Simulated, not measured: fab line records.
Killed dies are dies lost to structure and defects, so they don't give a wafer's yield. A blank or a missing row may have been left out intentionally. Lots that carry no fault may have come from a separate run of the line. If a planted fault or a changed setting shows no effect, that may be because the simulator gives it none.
Which tool was responsible? -- flow rit_cmos -- 14 lots, 42 wafers sampled, at 2 steps of a route of 202

== WHAT THE GAUGES READ, wafer by wafer ==
RIT_ACTIVE_CD_MEAS_11: the cd target is 1400 nm.
lot,measured,on,cd_nm (nm)
L317,day 1 14:35,cd_sem-01,1399.5 1399.8 1399.6
L318,day 1 19:35,cd_sem-01,1398.5 1398.2 1401.5
L319,day 2 00:58,cd_sem-01,1398.9 1399.2 1397.5
L321,day 2 10:28,cd_sem-01,1400.7 1399.5 1401.3
L322,day 2 15:34,cd_sem-02,1401.6 1402.6 1403.6
L324,day 3 04:15,cd_sem-02,1402.2 1399.2 1399.5
L325,day 3 06:34,cd_sem-01,1400.0 1399.0 1399.9
L326,day 3 11:36,cd_sem-01,1400.8 1399.7 1396.9
L327,day 3 17:48,cd_sem-02,1402.5 1401.7 1401.2
L328,day 3 21:37,cd_sem-01,1401.2 1398.4 1399.3
L330,day 4 08:16,cd_sem-01,1394.5 1396.1 1393.2
L335,day 5 08:44,cd_sem-02,1331.1 1333.8 1330.7
L336,day 5 13:26,cd_sem-02,1347.4 1346.1 1347.9
L340,day 6 09:28,cd_sem-02,1398.6 1399.2 1397.6

== EACH LOT AND THE TOOL THAT RAN IT (in order: tool; ch and the chambers of the sampled wafers; start) ==
lot,RIT_ACTIVE_COAT_06
L317,"litho_track-04 ch 0, day 1 13:46"
L318,"litho_track-02 ch 0, day 1 18:46"
L319,"litho_track-01 ch 0, day 2 00:16"
L321,"litho_track-02 ch 0, day 2 09:46"
L322,"litho_track-01 ch 0, day 2 14:44"
L324,"litho_track-01 ch 0, day 3 03:17"
L325,"litho_track-01 ch 0, day 3 05:44"
L326,"litho_track-04 ch 0, day 3 10:47"
L327,"litho_track-04 ch 0, day 3 16:59"
L328,"litho_track-02 ch 0, day 3 20:49"
L330,"litho_track-02 ch 0, day 4 07:34"
L335,"litho_track-01 ch 0, day 5 07:52"
L336,"litho_track-01 ch 0, day 5 12:44"
L340,"litho_track-04 ch 0, day 6 08:46"
- RIT_ACTIVE_COAT_06: resist thk 1000 nm.

== WHAT THE TOOLS THEMSELVES READ (means of the sampled wafers that have a number; where no wafer has one, the mark that the record gives instead) ==
The record holds no such reading with a usual standard deviation.

== THE ANSWER, worked out from the rows above alone ==
Rule: the lots themselves supply what counts as usual. The widest of any qualifying gaps counts: lots, ordered by their means at a reading, are off when they make up no more than a third of the lots, leave a main group of 4 or more, and stand apart from it by 3 or more times the standard deviation of that group's means. A main group whose means are all the same, to the digits that the tables above print for the reading, isn't used. A lot without any number at a reading at which 4 lots or more have one is off too. The other lots that the step has rows for count as sound. Order of review: gauges by route order, followed by the tools' own readings, for which a lot's mean as printed above is used. At the first step where some lot is off, the reading lying furthest off is the one used; lots without a number count as furthest.
Off: L335, L336 (RIT_ACTIVE_CD_MEAS_11, cd_nm). The main group: mean 1399.5 nm, standard deviation 1.9.
A tool fits if, at a process step before that reading, it ran every lot that is off, and no sound lot after the first of them. Those tools and the gauges at RIT_ACTIVE_CD_MEAS_11 are tried in the same way. One candidate fits, namely litho_track-01 at RIT_ACTIVE_COAT_06. A fault onset in the window from L325 (day 3 05:44, its last sound lot) to L335 (day 5 07:52, its first lot off) fits.

== WHAT HAD BEEN PUT IN BY THE SIMULATOR ==
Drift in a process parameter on litho_track-01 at RIT_ACTIVE_COAT_06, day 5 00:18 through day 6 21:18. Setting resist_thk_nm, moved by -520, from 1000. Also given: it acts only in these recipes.
Shown lots that were struck: L335, L336. The rule above found the same.
